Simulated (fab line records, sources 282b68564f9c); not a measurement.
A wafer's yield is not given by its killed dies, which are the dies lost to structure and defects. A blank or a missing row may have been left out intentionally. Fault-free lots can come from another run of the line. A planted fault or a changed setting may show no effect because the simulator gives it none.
Struck lot and sound lot, side by side ; flow ritCmos ; 18 out of 202 route steps
Sound: wafers L173.3, L173.5, L173.6. The struck wafers were L190.1, L190.4, L190.6. At the end, the cause is stated.
At each step with rows: each side's tool, then ch and its chambers, then its first start. Under that, the readings that differ: sound wafers ; struck wafers ; difference of the means ; sigmas: that difference in standard deviations of wafers without a fault.
alike: readings with means less than 2 such deviations apart, plus words and numbers identical on both sides. not compared: withheld readings, readings lacking a value on some wafer, bounds such as >300 that could conceal the same value, and numbers that have no deviation in the record and whose values overlap.
Wherever a step has rows on one side only, a row that says differs or no value, or a row with sigmas, the two part there. Numbers that have no deviation but don't overlap get no sigmas and don't part them. Lack of a reading on every wafer of one side parts them only where that side has two or more wafers.

RIT_M1_SPUTTER_00: material Al, target thk 400 nm, time 500 s.
  struck on pvdSputter-04, day 7 18:38; sound on pvdSputter-03, day 3 07:33
  alike: throttleValvePct
RIT_M1_RS_MEAS_01: measurement is done with a four-point probe.
  struck on filmMetro-03, day 7 18:56; sound on filmMetro-01, day 3 07:53
  alike: M1_AL_RS
RIT_M1_THK_MEAS_02: measures by xrf.
  struck on filmMetro-03, day 7 19:03; sound on filmMetro-01, day 3 07:59
  alike: M1_AL_THK
then, 6 steps without rows for these wafers: RIT_M1_HMDS_03 (prime time 60 s); RIT_M1_COAT_04 (resist thk 1300 nm); RIT_M1_SOFTBAKE_05 (time 60 s); RIT_M1_EXPOSE_06 (exposes mask M12, target cd 2600 nm); RIT_M1_PEB_07; RIT_M1_DEVELOP_08 (develop time 68 s).
RIT_M1_CD_MEAS_09: target cd 2600 nm.
  struck on cdSem-02, day 7 20:14; sound on cdSem-01, day 3 09:04
  alike: cdNm
RIT_M1_OVL_MEAS_10:
  struck on overlay-02, day 7 20:21; sound on overlay-01, day 3 09:10
  alike: M1_OVL
then, 1 step without rows for these wafers: RIT_M1_HARDBAKE_11 (time 120 s).
RIT_M1_METAL_ETCH_12: etches Al in Cl2/BCl3, stops on SiO2, time 165 s, target depth 600 nm.
  sound on rieMetal-04 ch 0,1, day 3 09:29; struck on rieMetal-03 ch 0,1, day 7 20:38
reading;sound;struck;difference;sigmas
model.NOVOLAK_of_M1_COAT_04.thkNm (nm);803.5 802.2 827.3;630.4 640.1 632.2;-176.8;
model.SiO2_of_CONTACT_CVD_00.thkNm (nm);350.3 362.9 360.8;335.9 344 345.1;-16.3;
model.M1.featureDepthNm (nm);428.6 436.1 429.7;444.8 449 448.9;+16.1;
  alike: bcl3FlowSccm, drypumpMotorCurrentA, oesProductAu, throttleValvePct
  not compared: rfHoursCounterH
then, 1 step without rows for these wafers: RIT_M1_STRIP_13 (strips in nmp, time 600 s).
RIT_M1_STRIP_14: strips in O2, time 180 s.
  sound on plasmaAsher-02 ch 0,1, day 3 10:00; struck on plasmaAsher-03 ch 0,1, day 7 20:59
  alike: drypumpMotorCurrentA
  not compared: rfHoursCounterH
RIT_M1_CD_MEAS_90: target cd 2600 nm.
  struck on cdSem-01, day 7 21:09; sound on cdSem-02, day 3 10:10
reading;sound;struck;difference;sigmas
cdNm (nm);2597 2597 2599;2586 2588 2589;-10;-3
then, 1 step without rows for these wafers: RIT_M1_ANNEAL_15 (time 1800 s).
RIT_M1_PROBE_99:
  struck on prober-01, day 7 23:07; sound on prober-01, day 3 11:58
reading;sound;struck;difference;sigmas
model.etest.antennaM1.vtShiftV (V);-0.01436 -0.01146 -0.002373;-0.02636 -0.02606 -0.02782;-0.01735;
  alike: defectLimitedYield, killed_at_M0_to_M3, killedAtContacts, killedAtFrontEnd, killedDies, killedOpen, killedShort, sort_bin_3_pad_short, sort_bin_5_function, sort_bin_6_memory, sortNPass, sortYieldPct

## WHERE THEY PART
Only at RIT_M1_CD_MEAS_90, within this record. Later steps at which nothing parts them and some readings are alike: RIT_M1_PROBE_99.

WHY: what the simulator had put in
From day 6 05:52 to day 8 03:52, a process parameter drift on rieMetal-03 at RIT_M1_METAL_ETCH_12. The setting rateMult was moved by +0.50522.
